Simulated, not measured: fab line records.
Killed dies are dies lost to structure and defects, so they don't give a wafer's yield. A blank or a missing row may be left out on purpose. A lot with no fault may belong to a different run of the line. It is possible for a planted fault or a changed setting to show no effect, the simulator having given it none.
Which tool did it? || flow rit-cmos || 14 lots with 42 wafers sampled at 4 steps, on a route of 202 steps

WHAT EACH GAUGE READ, for each wafer
RIT_PSD_OVL_MEAS_06. Usual: PSD_OVL -0.2 nm, standard deviation 1.4.
{"lot": "L375", "measured": "day 3 03:08", "on": "overlay-01", "PSD_OVL (nm)": "1.7 2.9 4.1", "flag": ""}
{"lot": "L376", "measured": "day 3 07:14", "on": "overlay-01", "PSD_OVL (nm)": "1.0 -0.4 0.6", "flag": ""}
{"lot": "L377", "measured": "day 3 14:40", "on": "overlay-02", "PSD_OVL (nm)": "-1.2 -0.9 0.0", "flag": ""}
{"lot": "L379", "measured": "day 4 02:23", "on": "overlay-01", "PSD_OVL (nm)": "-2.2 1.5 1.4", "flag": ""}
{"lot": "L380", "measured": "day 4 04:19", "on": "overlay-01", "PSD_OVL (nm)": "-0.5 0.6 -0.3", "flag": ""}
{"lot": "L381", "measured": "day 4 11:46", "on": "overlay-01", "PSD_OVL (nm)": "1.0 -0.6 1.6", "flag": ""}
{"lot": "L382", "measured": "day 4 16:47", "on": "overlay-01", "PSD_OVL (nm)": "0.6 2.9 -0.4", "flag": ""}
{"lot": "L383", "measured": "day 4 19:11", "on": "overlay-01", "PSD_OVL (nm)": "2.2 0.2 -0.8", "flag": ""}
{"lot": "L384", "measured": "day 4 23:26", "on": "overlay-01", "PSD_OVL (nm)": "-1.1 -0.3 -0.4", "flag": ""}
{"lot": "L385", "measured": "day 5 07:51", "on": "overlay-02", "PSD_OVL (nm)": "-0.9 -1.3 -1.5", "flag": ""}
{"lot": "L386", "measured": "day 5 09:53", "on": "overlay-02", "PSD_OVL (nm)": "-1.4 -0.9 -1.6", "flag": ""}
{"lot": "L388", "measured": "day 5 21:44", "on": "overlay-02", "PSD_OVL (nm)": "0.5 -1.2 0.5", "flag": ""}
{"lot": "L391", "measured": "day 6 11:02", "on": "overlay-01", "PSD_OVL (nm)": "-0.6 -0.4 -0.9", "flag": ""}
{"lot": "L393", "measured": "day 7 02:54", "on": "overlay-02", "PSD_OVL (nm)": "0.4 0.5 -0.4", "flag": ""}

RIT_M1_RS_MEAS_01: uses a four-point probe to measure. Usual: M1_AL_RS 0.0698 ohm/sq, standard deviation 0.00049.
{"lot": "L375", "measured": "day 3 07:40", "on": "film-metro-02", "M1_AL_RS (ohm/sq)": "0.0694 0.0697 0.0697", "flag": ""}
{"lot": "L376", "measured": "day 3 12:05", "on": "film-metro-02", "M1_AL_RS (ohm/sq)": "0.0688 0.0696 0.0691", "flag": ""}
{"lot": "L377", "measured": "day 3 19:18", "on": "film-metro-02", "M1_AL_RS (ohm/sq)": "0.0705 0.0700 0.0702", "flag": ""}
{"lot": "L379", "measured": "day 4 07:17", "on": "film-metro-02", "M1_AL_RS (ohm/sq)": "0.0707 0.0697 0.0698", "flag": ""}
{"lot": "L380", "measured": "day 4 08:55", "on": "film-metro-01", "M1_AL_RS (ohm/sq)": "0.0705 0.0703 0.0703", "flag": ""}
{"lot": "L381", "measured": "day 4 16:55", "on": "film-metro-04", "M1_AL_RS (ohm/sq)": "0.0704 0.0704 0.0702", "flag": ""}
{"lot": "L382", "measured": "day 4 22:00", "on": "film-metro-04", "M1_AL_RS (ohm/sq)": "0.0690 0.0695 0.0693", "flag": ""}
{"lot": "L383", "measured": "day 5 00:07", "on": "film-metro-01", "M1_AL_RS (ohm/sq)": "0.0703 0.0696 0.0702", "flag": ""}
{"lot": "L384", "measured": "day 5 04:12", "on": "film-metro-02", "M1_AL_RS (ohm/sq)": "0.0692 0.0695 0.0690", "flag": ""}
{"lot": "L385", "measured": "day 5 12:23", "on": "film-metro-01", "M1_AL_RS (ohm/sq)": "0.0706 0.0704 0.0697", "flag": ""}
{"lot": "L386", "measured": "day 5 18:52", "on": "film-metro-01", "M1_AL_RS (ohm/sq)": "0.0696 0.0698 0.0699", "flag": ""}
{"lot": "L388", "measured": "day 6 02:20", "on": "film-metro-02", "M1_AL_RS (ohm/sq)": "0.0697 0.0697 0.0702", "flag": ""}
{"lot": "L391", "measured": "day 6 15:41", "on": "film-metro-01", "M1_AL_RS (ohm/sq)": "0.0926 0.0694 0.0696", "flag": "OFF"}
{"lot": "L393", "measured": "day 7 07:43", "on": "film-metro-04", "M1_AL_RS (ohm/sq)": "0.0692 0.0931 0.0696", "flag": "OFF"}

RIT_M1_THK_MEAS_02: measures by xrf. Usual: M1_AL_THK 412 nm, standard deviation 3.6.
{"lot": "L375", "measured": "day 3 07:46", "on": "film-metro-02", "M1_AL_THK (nm)": "416 415 414", "flag": ""}
{"lot": "L376", "measured": "day 3 12:11", "on": "film-metro-02", "M1_AL_THK (nm)": "420 416 417", "flag": ""}
{"lot": "L377", "measured": "day 3 19:25", "on": "film-metro-02", "M1_AL_THK (nm)": "411 415 414", "flag": ""}
{"lot": "L379", "measured": "day 4 07:23", "on": "film-metro-02", "M1_AL_THK (nm)": "410 414 413", "flag": ""}
{"lot": "L380", "measured": "day 4 09:02", "on": "film-metro-01", "M1_AL_THK (nm)": "412 411 410", "flag": ""}
{"lot": "L381", "measured": "day 4 17:02", "on": "film-metro-04", "M1_AL_THK (nm)": "409 407 409", "flag": ""}
{"lot": "L382", "measured": "day 4 22:07", "on": "film-metro-04", "M1_AL_THK (nm)": "415 413 414", "flag": ""}
{"lot": "L383", "measured": "day 5 00:14", "on": "film-metro-01", "M1_AL_THK (nm)": "405 411 409", "flag": ""}
{"lot": "L384", "measured": "day 5 04:19", "on": "film-metro-02", "M1_AL_THK (nm)": "416 412 417", "flag": ""}
{"lot": "L385", "measured": "day 5 12:30", "on": "film-metro-01", "M1_AL_THK (nm)": "406 411 413", "flag": ""}
{"lot": "L386", "measured": "day 5 18:59", "on": "film-metro-01", "M1_AL_THK (nm)": "413 412 412", "flag": ""}
{"lot": "L388", "measured": "day 6 02:27", "on": "film-metro-02", "M1_AL_THK (nm)": "417 419 411", "flag": ""}
{"lot": "L391", "measured": "day 6 15:49", "on": "film-metro-01", "M1_AL_THK (nm)": "311 417 412", "flag": "OFF"}
{"lot": "L393", "measured": "day 7 07:50", "on": "film-metro-04", "M1_AL_THK (nm)": "414 311 412", "flag": "OFF"}

WHICH TOOL RAN EACH LOT (tool, then ch and the chambers of the sampled wafers, then the start)
{"lot": "L375", "RIT_M1_SPUTTER_00": "pvd-sputter-03, day 3 07:20"}
{"lot": "L376", "RIT_M1_SPUTTER_00": "pvd-sputter-01, day 3 11:44"}
{"lot": "L377", "RIT_M1_SPUTTER_00": "pvd-sputter-03, day 3 19:01"}
{"lot": "L379", "RIT_M1_SPUTTER_00": "pvd-sputter-03, day 4 06:58"}
{"lot": "L380", "RIT_M1_SPUTTER_00": "pvd-sputter-02, day 4 08:37"}
{"lot": "L381", "RIT_M1_SPUTTER_00": "pvd-sputter-01, day 4 16:37"}
{"lot": "L382", "RIT_M1_SPUTTER_00": "pvd-sputter-03, day 4 21:42"}
{"lot": "L383", "RIT_M1_SPUTTER_00": "pvd-sputter-01, day 4 23:49"}
{"lot": "L384", "RIT_M1_SPUTTER_00": "pvd-sputter-03, day 5 03:53"}
{"lot": "L385", "RIT_M1_SPUTTER_00": "pvd-sputter-02, day 5 12:05"}
{"lot": "L386", "RIT_M1_SPUTTER_00": "pvd-sputter-03, day 5 18:35"}
{"lot": "L388", "RIT_M1_SPUTTER_00": "pvd-sputter-03, day 6 02:02"}
{"lot": "L391", "RIT_M1_SPUTTER_00": "pvd-sputter-03, day 6 15:24"}
{"lot": "L393", "RIT_M1_SPUTTER_00": "pvd-sputter-03, day 7 07:25"}
- RIT_M1_SPUTTER_00: material Al, target thk 400 nm, time 522.8 s.

AS READ BY THE TOOLS THEMSELVES (means over the sampled wafers that have a number; for cases with no such wafer, the mark the record gives instead)
RIT_M1_SPUTTER_00. Usual: chamber-pressure-pa 0.3999 Pa, standard deviation 0.00075; throttle-valve-pct 29.7 %, standard deviation 1.1.
{"lot": "L375", "tool": "pvd-sputter-03", "chamber-pressure-pa (Pa)": 0.4000, "throttle-valve-pct (%)": 29.7, "flag": ""}
{"lot": "L376", "tool": "pvd-sputter-01", "chamber-pressure-pa (Pa)": 0.3995, "throttle-valve-pct (%)": 29.1, "flag": ""}
{"lot": "L377", "tool": "pvd-sputter-03", "chamber-pressure-pa (Pa)": 0.4001, "throttle-valve-pct (%)": 28.9, "flag": ""}
{"lot": "L379", "tool": "pvd-sputter-03", "chamber-pressure-pa (Pa)": 0.3994, "throttle-valve-pct (%)": 29.8, "flag": ""}
{"lot": "L380", "tool": "pvd-sputter-02", "chamber-pressure-pa (Pa)": 0.3990, "throttle-valve-pct (%)": 31.2, "flag": ""}
{"lot": "L381", "tool": "pvd-sputter-01", "chamber-pressure-pa (Pa)": 0.4000, "throttle-valve-pct (%)": 29.6, "flag": ""}
{"lot": "L382", "tool": "pvd-sputter-03", "chamber-pressure-pa (Pa)": 0.4000, "throttle-valve-pct (%)": 30.3, "flag": ""}
{"lot": "L383", "tool": "pvd-sputter-01", "chamber-pressure-pa (Pa)": 0.4003, "throttle-valve-pct (%)": 29.2, "flag": ""}
{"lot": "L384", "tool": "pvd-sputter-03", "chamber-pressure-pa (Pa)": 0.4003, "throttle-valve-pct (%)": 30.0, "flag": ""}
{"lot": "L385", "tool": "pvd-sputter-02", "chamber-pressure-pa (Pa)": 0.3993, "throttle-valve-pct (%)": 30.2, "flag": ""}
{"lot": "L386", "tool": "pvd-sputter-03", "chamber-pressure-pa (Pa)": 0.3997, "throttle-valve-pct (%)": 30.0, "flag": ""}
{"lot": "L388", "tool": "pvd-sputter-03", "chamber-pressure-pa (Pa)": 0.4002, "throttle-valve-pct (%)": 29.8, "flag": ""}
{"lot": "L391", "tool": "pvd-sputter-03", "chamber-pressure-pa (Pa)": 0.3994, "throttle-valve-pct (%)": 29.5, "flag": ""}
{"lot": "L393", "tool": "pvd-sputter-03", "chamber-pressure-pa (Pa)": 0.4001, "throttle-valve-pct (%)": 29.1, "flag": ""}

THE ANSWER, worked out from the rows above alone
Rule: a lot counts as off when the mean over its wafers that have a number is more than 3 standard deviations away from the usual mean. Also off: a lot with no number at a reading for which 4 or more lots have one. Where the step has rows for the other lots, those lots are counted as sound. After the gauges, taken in route order, come the tools' own readings; for these a lot's mean is taken, as printed above. The first step at which some lot is off is used, and at that step the reading that is off furthest; a lot without a number counts as furthest.
Off: L391, L393, at RIT_M1_RS_MEAS_01 (M1_AL_RS).
A tool fits if, at a process step before that reading, it ran every lot that is off, and no sound lot after the first of them. Gauges at RIT_M1_RS_MEAS_01: tried the same way as those tools. One candidate fits, namely pvd-sputter-03 at RIT_M1_SPUTTER_00. Its last sound lot is L388 (day 6 02:02), its first lot that is off L391 (day 6 15:24): a fault that began between those two fits.

WHAT THE SIMULATOR PUT IN
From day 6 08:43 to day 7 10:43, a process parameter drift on pvd-sputter-03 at RIT_M1_SPUTTER_00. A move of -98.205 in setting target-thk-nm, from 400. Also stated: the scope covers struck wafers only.
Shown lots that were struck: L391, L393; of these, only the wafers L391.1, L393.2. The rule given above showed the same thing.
